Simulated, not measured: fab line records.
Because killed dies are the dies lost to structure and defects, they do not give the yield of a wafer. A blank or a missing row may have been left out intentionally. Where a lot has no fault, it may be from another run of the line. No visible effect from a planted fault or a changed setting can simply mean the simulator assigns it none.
fab line records	flow rit-cmos
[record] lots = 6	wafers = 18	last-day = 6
route steps=202 shown GATE@88 REOX@98 NLDD@103 PLDD@114 SPACER@125 M1@202
lots that met no fault: from a run of the same line without faults
start-h: hours from the record's first day to the start of the lot's first wafer shown	wait-h: how many hours have passed since the lot's step before this one	" as in the row above	L1.1+2: a single row standing in for several wafers	- either no value or no given start	* or withheld: withheld	< > ~ a bound
route shown NAME@n: NAME is a module with steps in the file, n the number in the route of the first one	usual: the fault-free wafers' mean and standard deviation	same: alike in all rows	chamber/n: place in a boat	sites: readings site by site	_std_site: the standard deviation of these	_edge_site: the outer-site mean with the inner-site mean subtracted	radius-mm: for every site, how far away it sits from the centre of the wafer	mask NAME#n: copy n	behind: the tool/chamber that last shaped the wafer	hold: why the lot went on hold/how many hours it stayed there/how the hold came to an end	device: transistor that didn't switch, given as n, p or np	end of line: tests run on the same wafers once the route is complete	a step with no rows: only its recipe	killed: dies lost to structure and defects at the first sort, not the wafer's yield	map: the dies of a wafer, with x for killed, . for not killed, _ for no die there
set.NAME: the setting the step ran with; set.NAME@STEP: the setting that earlier step ran with	model.NAME: the simulator's own value behind a step, which no gauge read
a table for each step, a row for each wafer; lots at some steps of the route
services: from which hour (start-h, from the record's first day; less than 0 if before it) a tool's chamber was out of use, for how many hours, and why
[[steps]]
[step RIT_GATE_SOFTBAKE_12]
[recipe] resist = NOVOLAK	temp-c = 90	time-s = 60
[step RIT_GATE_EXPOSE_13]
[recipe] mask-id = M6	na = 0.6	source-shape = conventional	sigma-outer = 0.6	target-cd-nm = 150	dose-mj = 380
[step RIT_GATE_PEB_14]
[recipe] resist = NOVOLAK	temp-c = withheld	time-s = withheld
[step RIT_GATE_DEVELOP_15]
[recipe] resist = NOVOLAK	develop-time-s = 50	dev-temp-c = 23
[step RIT_GATE_CD_MEAS_16]
[recipe] target-cd-nm = 150
[usual] cd-nm = 151.5/2
lot.wafer	tool	chamber	start-h	wait-h	cd-nm
L535.3	cd-sem-01	-	66.34	-	154.7
L535.5	"	-	"	"	152.2
L535.6	"	-	"	"	152.1
L537.1	cd-sem-02	-	80.23	-	151.9
L537.2	"	-	"	"	150.2
L537.4	"	-	"	"	153.2
L539.1	cd-sem-01	-	87.09	-	152.0
L539.3	"	-	"	"	149.0
L539.4	"	-	"	"	148.5
L540.1	cd-sem-01	-	93.55	-	148.2
L540.5	"	-	"	"	150.4
L540.6	"	-	"	"	147.4
L545.3	cd-sem-02	-	117.26	-	147.0
L545.4	"	-	"	"	149.2
L545.6	"	-	"	"	148.7
L548.1	cd-sem-02	-	132.33	-	152.2
L548.2	"	-	"	"	152.7
L548.5	"	-	"	"	153.0
[step RIT_GATE_OVL_MEAS_17]
[usual] GATE_OVL = 0.4/1.4
lot.wafer	tool	chamber	start-h	wait-h	GATE_OVL[nm]
L535.3	overlay-01	-	66.43	0.1	0.5
L535.5	"	-	"	"	0.2
L535.6	"	-	"	"	0.8
L537.1	overlay-01	-	80.35	0.1	5.2
L537.2	"	-	"	"	4.0
L537.4	"	-	"	"	2.5
L539.1	overlay-01	-	87.25	0.1	-0.9
L539.3	"	-	"	"	-1.6
L539.4	"	-	"	"	0.7
L540.1	overlay-01	-	93.67	0.1	0.0
L540.5	"	-	"	"	1.5
L540.6	"	-	"	"	2.0
L545.3	overlay-01	-	117.35	0.1	3.6
L545.4	"	-	"	"	0.8
L545.6	"	-	"	"	1.0
L548.1	overlay-02	-	132.45	0.1	-2.3
L548.2	"	-	"	"	0.0
L548.5	"	-	"	"	0.4
[step RIT_GATE_HARDBAKE_18]
[recipe] resist = NOVOLAK	temp-c = 140	time-s = 60
[step RIT_GATE_ETCH_19]
[recipe] chemistry = SF6/CHF3/O2	time-s = 165	SF6_flow_sccm = 30	CHF3_flow_sccm = 30	O2_flow_sccm = 5	target = poly-Si	pressure-mtorr = 40	rf-w = 160	target-depth-a = 3125	over-etch-frac = 0.25	stop-on = SiO2
[usual] drypump-motor-current-A = 5.7/0.66	oes-product-au = 0.850/0.017	throttle-valve-pct = 10.28/0.1
[same] over-etch-frac = 0.25
lot.wafer	tool	chamber	start-h	wait-h	drypump-motor-current-A	oes-product-au	rf-hours-counter-h	throttle-valve-pct
L535.3	rie-si-01	1	66.61	0.1	6.7	0.847	40	10.33
L535.5	"	3	"	"	6.0	0.867	-	10.15
L535.6	"	0	"	"	4.8	0.870	-	10.31
L537.1	rie-si-01	3	80.55	0.1	6.0	0.870	144	10.16
L537.2	"	1	"	"	6.7	0.861	40	10.34
L537.4	"	0	"	"	4.9	0.879	59	10.31
L539.1	rie-si-01	1	87.43	0.1	6.7	0.834	40	10.32
L539.3	"	2	"	"	5.0	0.847	75	10.23
L539.4	"	0	"	"	4.9	0.866	59	10.30
L540.1	rie-si-02	0	93.86	0.1	6.2	0.833	116	10.21
L540.5	"	1	"	"	6.1	0.873	-	10.51
L540.6	"	2	"	"	4.8	0.864	-	10.29
L545.3	rie-si-01	1	117.60	0.1	6.6	0.833	40	10.31
L545.4	"	3	"	"	6.0	0.841	144	10.16
L545.6	"	0	"	"	4.9	0.852	-	10.31
L548.1	rie-si-02	2	132.64	0.1	4.8	0.849	65	10.28
L548.2	"	0	"	"	6.2	0.835	116	10.21
L548.5	"	1	"	"	6.1	0.864	-	10.50
[step RIT_GATE_STRIP_20]
[recipe] chemistry = O2	time-s = 180	resist = NOVOLAK	platen-temp-c = withheld	power-w = 500	pressure-mtorr = 4000	o2-flow-sccm = 4000
[usual] drypump-motor-current-A = 5.2/0.59
lot.wafer	tool	chamber	start-h	wait-h	drypump-motor-current-A	rf-hours-counter-h
L535.3	plasma-asher-04	0	66.77	0.1	4.8	-
L535.5	"	1	"	"	5.2	-
L535.6	"	0	"	"	4.8	-
L537.1	plasma-asher-02	0	80.66	0.1	6.5	25
L537.2	"	1	"	"	4.9	25
L537.4	"	1	"	"	5.0	-
L539.1	plasma-asher-01	1	87.54	0.1	4.7	36
L539.3	"	0	"	"	5.3	-
L539.4	"	1	"	"	4.7	-
L540.1	plasma-asher-01	0	93.97	0.1	5.3	37
L540.5	"	1	"	"	4.7	-
L540.6	"	0	"	"	5.3	-
L545.3	plasma-asher-04	0	117.77	0.1	4.8	-
L545.4	"	1	"	"	5.2	-
L545.6	"	1	"	"	5.2	-
L548.1	plasma-asher-04	0	132.75	0.1	4.8	57
L548.2	"	1	"	"	5.2	57
L548.5	"	0	"	"	4.8	-
[step RIT_GATE_CD_MEAS_90]
[recipe] target-cd-nm = 150
[usual] cd-nm = 151.6/2.1
lot.wafer	tool	chamber	start-h	wait-h	cd-nm
L535.3	cd-sem-02	-	66.93	0.1	154.3
L535.5	"	-	"	"	152.3
L535.6	"	-	"	"	152.1
L537.1	cd-sem-01	-	80.83	0.1	151.9
L537.2	"	-	"	"	150.5
L537.4	"	-	"	"	153.8
L539.1	cd-sem-02	-	87.71	0.1	151.5
L539.3	"	-	"	"	148.2
L539.4	"	-	"	"	148.7
L540.1	cd-sem-02	-	94.14	0.1	147.5
L540.5	"	-	"	"	150.8
L540.6	"	-	"	"	147.1
L545.3	cd-sem-02	-	117.92	0.1	146.9
L545.4	"	-	"	"	149.8
L545.6	"	-	"	"	148.9
L548.1	cd-sem-01	-	132.92	0.1	152.9
L548.2	"	-	"	"	153.3
L548.5	"	-	"	"	153.3
[step RIT_REOX_CLEAN_00]
[recipe] chemistry = SC1	mix = 3:3:50	time-s = 600	temp-c = 75
[step RIT_REOX_CLEAN_01]
[recipe] chemistry = dHF	dilution = 50:1	time-s = 30
[step RIT_REOX_CLEAN_02]
[recipe] chemistry = SC2	mix = 3:3:50	time-s = 600	temp-c = 75	dry = n2-spin
lot.wafer	tool	chamber	start-h	wait-h
L535.3+5+6	wet-bench-01	3	67.20	0.0
L537.1+2+4	wet-bench-01	0	81.14	0.0
L539.1+3+4	wet-bench-04	2	88.03	0.0
L540.1+5+6	wet-bench-04	3	94.47	0.0
L545.3+4+6	wet-bench-01	2	118.39	0.0
L548.1+2+5	wet-bench-01	1	133.24	0.0
[step RIT_REOX_OXIDATION_03]
[recipe] temp-c = 900	ambient = O2	target-thk-a = 252	ox-time-s = 5580
[step RIT_REOX_THK_MEAS_04]
[recipe] reads = SiO2_of_REOX_OXIDATION_03
[usual] REOX_OXIDE_THK = 25.3/0.52
lot.wafer	tool	chamber	start-h	wait-h	REOX_OXIDE_THK[nm]
L535.3	film-metro-04	-	70.64	0.0	25.6
L535.5	"	-	"	"	25.6
L535.6	"	-	"	"	25.3
L537.1	film-metro-04	-	84.60	0.0	25.0
L537.2	"	-	"	"	24.7
L537.4	"	-	"	"	25.0
L539.1	film-metro-02	-	91.48	0.0	25.7
L539.3	"	-	"	"	25.8
L539.4	"	-	"	"	25.8
L540.1	film-metro-02	-	97.20	0.0	25.5
L540.5	"	-	"	"	25.8
L540.6	"	-	"	"	25.9
L545.3	film-metro-01	-	121.71	0.0	25.0
L545.4	"	-	"	"	25.5
L545.6	"	-	"	"	25.4
L548.1	film-metro-02	-	136.42	0.0	25.2
L548.2	"	-	"	"	25.4
L548.5	"	-	"	"	24.8
[step RIT_NLDD_HMDS_00]
[recipe] prime-time-s = 60	prime-temp-c = 140
[step RIT_NLDD_COAT_01]
[recipe] resist = NOVOLAK	spin-rpm = 3250	resist-thk-nm = 1000
[step RIT_NLDD_SOFTBAKE_02]
[recipe] resist = NOVOLAK	temp-c = 90	time-s = 60
[step RIT_NLDD_EXPOSE_03]
[recipe] mask-id = M7	na = 0.57	target-cd-nm = 40700	dose-mj = 250
[step RIT_NLDD_PEB_04]
[recipe] resist = NOVOLAK	temp-c = withheld	time-s = withheld
[step RIT_NLDD_DEVELOP_05]
[recipe] resist = NOVOLAK	develop-time-s = 50	dev-temp-c = 23
[step RIT_NLDD_OVL_MEAS_06]
[usual] NLDD_OVL = 0.5/1.5
lot.wafer	tool	chamber	start-h	wait-h	NLDD_OVL[nm]
L535.3	overlay-01	-	71.66	-	-0.9
L535.5	"	-	"	"	1.1
L535.6	"	-	"	"	0.5
L537.1	overlay-01	-	85.54	-	3.0
L537.2	"	-	"	"	1.6
L537.4	"	-	"	"	0.6
L539.1	overlay-01	-	92.51	-	-0.1
L539.3	"	-	"	"	-0.3
L539.4	"	-	"	"	0.8
L540.1	overlay-02	-	98.23	-	1.0
L540.5	"	-	"	"	0.7
L540.6	"	-	"	"	0.8
L545.3	overlay-02	-	122.61	-	0.1
L545.4	"	-	"	"	2.3
L545.6	"	-	"	"	0.7
L548.1	overlay-02	-	137.46	-	1.0
L548.2	"	-	"	"	0.6
L548.5	"	-	"	"	2.0
[step RIT_NLDD_HARDBAKE_07]
[recipe] resist = NOVOLAK	temp-c = 140	time-s = 60
[step RIT_NLDD_IMPLANT_08]
[recipe] species = P	energy-kev = 20	dose-cm2 = 5e+14	tilt-deg = 7
[step RIT_NLDD_STRIP_09]
[recipe] chemistry = O2	time-s = 180	resist = NOVOLAK	platen-temp-c = withheld	power-w = 500	pressure-mtorr = 4000	o2-flow-sccm = 4000
[usual] drypump-motor-current-A = 5.4/0.58
lot.wafer	tool	chamber	start-h	wait-h	drypump-motor-current-A	rf-hours-counter-h
L535.3	plasma-asher-03	0	72.05	0.1	5.8	-
L535.5	"	0	"	"	5.8	-
L535.6	"	1	"	"	5.5	-
L537.1	plasma-asher-03	1	85.94	0.1	5.4	49
L537.2	"	0	"	"	5.8	49
L537.4	"	0	"	"	5.8	-
L539.1	plasma-asher-03	1	92.85	0.1	5.5	50
L539.3	"	0	"	"	5.8	-
L539.4	"	1	"	"	5.5	-
L540.1	plasma-asher-04	0	98.57	0.1	4.8	52
L540.5	"	0	"	"	4.8	-
L540.6	"	1	"	"	5.2	-
L545.3	plasma-asher-02	0	123.00	0.1	6.4	-
L545.4	"	1	"	"	5.0	-
L545.6	"	1	"	"	4.9	-
L548.1	plasma-asher-04	1	137.79	0.1	5.2	57
L548.2	"	0	"	"	4.8	57
L548.5	"	0	"	"	4.8	-
[step RIT_NLDD_TW_MEAS_10]
[usual] NLDD_TW = 2479/10
lot.wafer	tool	chamber	start-h	wait-h	NLDD_TW
L535.3	film-metro-03	-	72.18	0.1	2493
L535.5	"	-	"	"	2481
L535.6	"	-	"	"	2491
L537.1	film-metro-02	-	86.11	0.1	2461
L537.2	"	-	"	"	2472
L537.4	"	-	"	"	2467
L539.1	film-metro-03	-	93.02	0.1	2496
L539.3	"	-	"	"	2491
L539.4	"	-	"	"	2486
L540.1	film-metro-03	-	98.75	0.1	2488
L540.5	"	-	"	"	2476
L540.6	"	-	"	"	2491
L545.3	film-metro-03	-	123.13	0.1	2487
L545.4	"	-	"	"	2476
L545.6	"	-	"	"	2489
L548.1	film-metro-01	-	137.97	0.1	2488
L548.2	"	-	"	"	2483
L548.5	"	-	"	"	2479
[step RIT_PLDD_HMDS_00]
[recipe] prime-time-s = 60	prime-temp-c = 140
[step RIT_PLDD_COAT_01]
[recipe] resist = NOVOLAK	spin-rpm = 3250	resist-thk-nm = 1000
[step RIT_PLDD_SOFTBAKE_02]
[recipe] resist = NOVOLAK	temp-c = 90	time-s = 60
[step RIT_PLDD_EXPOSE_03]
[recipe] mask-id = M8	na = 0.57	target-cd-nm = 40900	dose-mj = 250
[step RIT_PLDD_PEB_04]
[recipe] resist = NOVOLAK	temp-c = withheld	time-s = withheld
[step RIT_PLDD_DEVELOP_05]
[recipe] resist = NOVOLAK	develop-time-s = 50	dev-temp-c = 23
[step RIT_PLDD_OVL_MEAS_06]
[usual] PLDD_OVL = 0.6/1.5
lot.wafer	tool	chamber	start-h	wait-h	PLDD_OVL[nm]
L535.3	overlay-01	-	73.21	-	0.2
L535.5	"	-	"	"	-1.1
L535.6	"	-	"	"	0.8
L537.1	overlay-01	-	87.21	-	-1.0
L537.2	"	-	"	"	-0.4
L537.4	"	-	"	"	-2.4
L539.1	overlay-01	-	93.93	-	1.6
L539.3	"	-	"	"	1.2
L539.4	"	-	"	"	-0.3
L540.1	overlay-02	-	99.78	-	0.8
L540.5	"	-	"	"	-0.9
L540.6	"	-	"	"	-1.7
L545.3	overlay-01	-	124.04	-	0.7
L545.4	"	-	"	"	0.5
L545.6	"	-	"	"	-0.5
L548.1	overlay-01	-	139.00	-	1.2
L548.2	"	-	"	"	1.3
L548.5	"	-	"	"	2.7
[step RIT_PLDD_HARDBAKE_07]
[recipe] resist = NOVOLAK	temp-c = 140	time-s = 60
[step RIT_PLDD_IMPLANT_08]
[recipe] species = BF2	energy-kev = 20	dose-cm2 = 9e+14	tilt-deg = 7
[step RIT_PLDD_STRIP_09]
[recipe] chemistry = O2	time-s = 180	resist = NOVOLAK	platen-temp-c = withheld	power-w = 500	pressure-mtorr = 4000	o2-flow-sccm = 4000
[usual] drypump-motor-current-A = 5.1/0.36
lot.wafer	tool	chamber	start-h	wait-h	drypump-motor-current-A	rf-hours-counter-h
L535.3	plasma-asher-04	1	73.59	0.1	5.2	-
L535.5	"	1	"	"	5.2	-
L535.6	"	0	"	"	4.8	-
L537.1	plasma-asher-03	1	87.55	0.1	5.4	49
L537.2	"	0	"	"	5.8	49
L537.4	"	0	"	"	5.8	-
L539.1	plasma-asher-03	0	94.42	0.2	5.8	50
L539.3	"	1	"	"	5.4	-
L539.4	"	0	"	"	5.8	-
L540.1	plasma-asher-01	1	100.12	0.1	4.7	38
L540.5	"	1	"	"	4.7	-
L540.6	"	0	"	"	5.3	-
L545.3	plasma-asher-01	1	124.42	0.1	4.7	-
L545.4	"	0	"	"	5.3	-
L545.6	"	1	"	"	4.7	-
L548.1	plasma-asher-01	0	139.34	0.1	5.3	2
L548.2	"	1	"	"	4.7	2
L548.5	"	1	"	"	4.7	-
[step RIT_PLDD_TW_MEAS_10]
[usual] PLDD_TW = 2337/10
lot.wafer	tool	chamber	start-h	wait-h	PLDD_TW
L535.3	film-metro-03	-	73.73	0.1	2354
L535.5	"	-	"	"	2344
L535.6	"	-	"	"	2332
L537.1	film-metro-03	-	87.72	0.1	2339
L537.2	"	-	"	"	2339
L537.4	"	-	"	"	2330
L539.1	film-metro-01	-	94.59	0.1	2346
L539.3	"	-	"	"	2355
L539.4	"	-	"	"	2351
L540.1	film-metro-01	-	100.29	0.1	2331
L540.5	"	-	"	"	2326
L540.6	"	-	"	"	2335
L545.3	film-metro-02	-	124.55	0.1	2344
L545.4	"	-	"	"	2325
L545.6	"	-	"	"	2333
L548.1	film-metro-03	-	139.51	0.1	2345
L548.2	"	-	"	"	2333
L548.5	"	-	"	"	2344
[step RIT_SPACER_CLEAN_00]
[recipe] chemistry = SC1	mix = 3:3:50	time-s = 600	temp-c = 75
[step RIT_SPACER_CLEAN_01]
[recipe] chemistry = dHF	dilution = 50:1	time-s = 30
[step RIT_SPACER_CLEAN_02]
[recipe] chemistry = SC2	mix = 3:3:50	time-s = 600	temp-c = 75	dry = n2-spin
[step RIT_SPACER_CVD_03]
[recipe] material = Si3N4	target-thk-nm = 250	temp-c = 810	precursor = SiH2Cl2/NH3	time-s = 3300	pressure-mtorr = 300	sih2cl2-flow-sccm = 60	nh3-flow-sccm = 150
[step RIT_SPACER_THK_MEAS_04]
[recipe] reads = Si3N4_of_SPACER_CVD_03
[usual] SPACER_NITRIDE_THK = 249.4/1.8
lot.wafer	tool	chamber	start-h	wait-h	SPACER_NITRIDE_THK[nm]
L535.3	film-metro-03	-	77.03	0.0	248.0
L535.5	"	-	"	"	248.5
L535.6	"	-	"	"	248.6
L537.1	film-metro-02	-	90.08	0.0	247.5
L537.2	"	-	"	"	246.8
L537.4	"	-	"	"	246.6
L539.1	film-metro-04	-	97.49	0.0	247.5
L539.3	"	-	"	"	247.1
L539.4	"	-	"	"	248.3
L540.1	film-metro-04	-	103.61	0.0	249.7
L540.5	"	-	"	"	250.2
L540.6	"	-	"	"	249.9
L545.3	film-metro-03	-	126.90	0.0	249.6
L545.4	"	-	"	"	249.8
L545.6	"	-	"	"	249.8
L548.1	film-metro-04	-	141.87	0.0	248.7
L548.2	"	-	"	"	248.2
L548.5	"	-	"	"	249.5
[step RIT_M1_PROBE_99]
[usual] killed-at-front-end = 6.6/3	killed-dies = 6.6/3	killed-open = 3.4/2	killed-short = 3.2/2
[same] gross-dies = 264	killed_at_M0_to_M3 = 0	killed_at_M4_up = 0	killed-at-back-side = 0	killed-at-contacts = 0	killed-at-other = 0
lot.wafer	tool	chamber	start-h	wait-h	killed-at-front-end	killed-dies	killed-open	killed-short	model.etest.diode-nwell-sub.leak-log10-a-cm2
L535.3	prober-02	-	88.14	0.2	5	5	2	3	-7.569
L535.5	prober-02	-	88.24	0.2	5	5	2	3	-7.249
L535.6	prober-02	-	88.29	0.2	4	4	4	0	-7.456
L537.1	prober-02	-	101.30	0.1	7	7	6	1	-7.338
L537.2	prober-02	-	101.35	0.1	8	8	3	5	-7.469
L537.4	prober-02	-	101.45	0.2	1	1	1	0	-7.664
L539.1	prober-02	-	108.82	0.1	6	6	2	4	-7.429
L539.3	prober-02	-	108.92	0.2	8	8	2	6	-7.526
L539.4	prober-02	-	108.97	0.2	2	2	1	1	-7.497
L540.1	prober-01	-	114.81	0.1	7	7	1	6	-7.429
L540.5	prober-01	-	115.01	0.2	6	6	4	2	-7.623
L540.6	prober-01	-	115.06	0.2	4	4	3	1	-7.494
L545.3	prober-01	-	138.54	0.2	12	12	8	4	-6.783
L545.4	prober-01	-	138.59	0.2	2	2	0	2	-6.796
L545.6	prober-01	-	138.69	0.2	7	7	5	2	-6.91
L548.1	prober-02	-	152.83	0.1	8	8	4	4	-6.505
L548.2	prober-02	-	152.88	0.1	11	11	8	3	-6.848
L548.5	prober-02	-	153.03	0.2	6	6	3	3	-6.473
// killed by level:class
L535.3 GATE:geometric-particle:open=1 GATE:geometric-particle:short=1 REOX:geometric-particle:short=1 SPACER:geometric-particle:short=1 SPACER:geometric-particle:open=1
L535.5 GATE:geometric-particle:short=3 FOX1:geometric-particle:open=1 FOX2:geometric-particle:open=1
L535.6 FOX1:geometric-particle:open=1 GATE:geometric-particle:open=1 REOX:geometric-particle:open=1 SILICIDE:geometric-particle:open=1
L537.1 GATE:geometric-particle:open=2 SPACER:geometric-particle:open=2 FOX1:geometric-particle:open=1 FOX2:geometric-particle:open=1 GATE:geometric-particle:short=1
L537.2 GATE:geometric-particle:short=2 FOX1:geometric-particle:open=1 FOX1:geometric-particle:short=1 FOX2:geometric-particle:short=1 GATE:geometric-particle:open=1 REOX:geometric-particle:short=1 SPACER:geometric-particle:open=1
L537.4 SILICIDE:geometric-particle:open=1
L539.1 FOX2:geometric-particle:short=1 FOX2:geometric-particle:open=1 GATE:geometric-particle:short=1 GATE:geometric-particle:open=1 REOX:geometric-particle:short=1 SPACER:geometric-particle:short=1
L539.3 FOX1:geometric-particle:short=2 SPACER:geometric-particle:short=2 FOX1:geometric-particle:open=1 FOX2:geometric-particle:open=1 GATE:geometric-particle:short=1 REOX:geometric-particle:short=1
L539.4 SPACER:geometric-particle:short=1 SILICIDE:geometric-particle:open=1
L540.1 FOX1:geometric-particle:short=2 FOX2:geometric-particle:short=2 FOX1:geometric-particle:open=1 GATE:geometric-particle:short=1 REOX:geometric-particle:short=1
L540.5 GATE:geometric-particle:open=4 FOX2:geometric-particle:short=1 REOX:geometric-particle:short=1
L540.6 FOX1:geometric-particle:open=1 GATE:geometric-particle:open=1 GATE:geometric-particle:short=1 SPACER:geometric-particle:open=1
L545.3 FOX1:geometric-particle:open=4 GATE:geometric-particle:open=3 FOX1:geometric-particle:short=2 GATE:geometric-particle:short=2 SILICIDE:geometric-particle:open=1
L545.4 REOX:geometric-particle:short=2
L545.6 GATE:geometric-particle:open=2 REOX:geometric-particle:open=2 REOX:geometric-particle:short=1 SILICIDE:geometric-particle:short=1 SILICIDE:geometric-particle:open=1
L548.1 REOX:geometric-particle:open=3 SPACER:geometric-particle:short=2 GATE:geometric-particle:open=1 GATE:geometric-particle:short=1 REOX:geometric-particle:short=1
L548.2 GATE:geometric-particle:open=3 REOX:geometric-particle:short=3 REOX:geometric-particle:open=3 FOX1:geometric-particle:open=1 SPACER:geometric-particle:open=1
L548.5 GATE:geometric-particle:short=2 FOX2:geometric-particle:open=1 REOX:geometric-particle:open=1 SPACER:geometric-particle:open=1 SPACER:geometric-particle:short=1
[[services]]
tool	chamber	start-h	hours	kind
wet-bench-01	-	96.57	1.0	repair
plasma-asher-01	-	108.75	9.0	pm
plasma-asher-01	0	108.75	9.0	vent-cycle
plasma-asher-01	1	108.75	9.0	vent-cycle
plasma-asher-01	0	117.75	-	clean
plasma-asher-01	1	117.75	-	clean
rie-si-01	3	122.60	8.2	repair
rie-si-02	1	136.18	2.5	repair
rie-si-01	3	139.31	-	clean
rie-si-01	3	139.31	18.0	scheduled-down
rie-si-01	3	139.31	18.0	vent-cycle
[[key]]
first-sign none at tools or gauges
[model-effect] step = RIT_M1_PROBE_99	value = etest.diode-nwell-sub.leak-log10-a-cm2	without = -7.482	struck = -6.719
met-at RIT_REOX_CLEAN_02
struck-wafers L545.3,L545.4,L545.6,L548.1,L548.2,L548.5
tester-left-out L545,L548
onset-between 81.14 118.39
also-fits time
[fault] kind = metallic-contamination-source	tool = wet-bench-01	chamber = -	onset-h = 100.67	steps = RIT_REOX_CLEAN_02	rate-cm2-per-visit = 1e+12	species = metal-cu-cm2
// tester-left-out: of these lots the tester's yield and bins aren't shown, on N5 and GAA mostly nor the transistor test; their killed dies are dies lost to structure and defects alone, not to doping, threshold or leakage, so they don't give the yield
